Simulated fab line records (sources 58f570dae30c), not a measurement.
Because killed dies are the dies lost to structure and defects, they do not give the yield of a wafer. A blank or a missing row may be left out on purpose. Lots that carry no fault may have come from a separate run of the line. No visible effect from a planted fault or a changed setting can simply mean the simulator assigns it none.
8D (eight disciplines) problem report, filled in by code || flow berkeley-cmos170 || the parts of the form that need people (team, actions taken, sign-off) are left out

## 1. WHAT WENT WRONG
Across 6 wafers from 2 lots, NWELL_TW at UCB170_NWELL_TW_MEAS_16 averages 1186, while fault-free wafers read 1243 with a standard deviation of 11. That is -5.2 standard deviations from the usual mean.
The first sign was on wafer L453.2 at day 4 21:01, on film-metro-01. Wafers with a number at this step in the record: 42, from 14 lots. The rule behind "out" and "out of limits": a value lying over 4 standard deviations away from the usual mean. All remaining wafers that have a number are taken as sound.

## 2. WHAT IT IS, AND WHAT IT ISN'T
{"question": "which readings at this step", "is": "NWELL_TW", "is not": "-"}
{"question": "which lots", "is": "L453, L455", "is not": "L441, L442, L443, L445, L446, L447, L452, L458, L461, L462, L463, L464"}
{"question": "which wafers of those lots", "is": "all that have a number", "is not": "-"}
{"question": "read on which gauges", "is": "film-metro-01, film-metro-02", "is not": "film-metro-04"}
{"question": "when", "is": "from day 4 21:01", "is not": "up to then (18 sound wafers); but 18 sound wafers of L452, L458, L461, L462, L463, L464 came after"}

## 3. THE SUSPECTS, EACH WITH WHAT RULES IT OUT
Counting: a tool stays on the suspect list if, at a process step up to the reading, it processed all lots that are out and no sound lot following the first of them.
- the gauge at UCB170_NWELL_TW_MEAS_16 is ruled out. Those wafers that are out were read across 2 gauges (film-metro-01, film-metro-02).
- implanter-04 at UCB170_NWELL_IMPLANT_14: kept. It ran every lot that is out, first L453 (day 4 20:47), and no sound lot after that; its last sound lot up to then is L447 (day 3 20:01). Out on those wafers are its own readings of beam-energy-keV.
The count leaves implanter-04 at UCB170_NWELL_IMPLANT_14.

## 4. THE CAUSE (what the simulator had put in)
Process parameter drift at UCB170_NWELL_IMPLANT_14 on implanter-04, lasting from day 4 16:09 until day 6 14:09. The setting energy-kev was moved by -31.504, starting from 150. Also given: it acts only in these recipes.
This tool alone remained once counting was done.

## 5. THE CHAIN OF EFFECTS, in route order
Rows list readings where the struck wafers' mean (over those with a number) sits beyond 3 standard deviations from the usual. Scope: only readings with a usual standard deviation given in the record; hours: median across lots of the time from each lot's start at the first step in this table that gives one to its start at this step; sigmas: change in usual standard deviations.
{"hours": 0, "step": "UCB170_NWELL_IMPLANT_14", "reading": "beam-energy-keV", "usual": 150.00, "on struck wafers": 118.52, "change": -31.48, "sigmas": "-99 or more"}
{"hours": 0, "step": "UCB170_NWELL_TW_MEAS_16", "reading": "NWELL_TW", "usual": 1243, "on struck wafers": 1186, "change": -58, "sigmas": -5.2}
It contains these process steps:
- UCB170_NWELL_IMPLANT_14
Later measuring or inspecting steps at which every struck wafer that the step has a row for has a number for every such reading, and none has moved that far: UCB170_ACTIVE_CD_MEAS_13.

## 6. WHAT WOULD HAVE CAUGHT IT SOONER
The first out-of-limits reading at a measuring or inspecting step in this record came at day 4 21:01, 5 hours after the fault's start at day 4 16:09.
At UCB170_NWELL_IMPLANT_14, the tool's own readings (beam-energy-keV) were out on each struck wafer the step has a row for, so an alarm limit on them would have fired on the first such wafer.
L455, from the lots that are out (2), started UCB170_NWELL_IMPLANT_14 on implanter-04 later than day 4 21:01. Holding the tool at that time would have saved it.
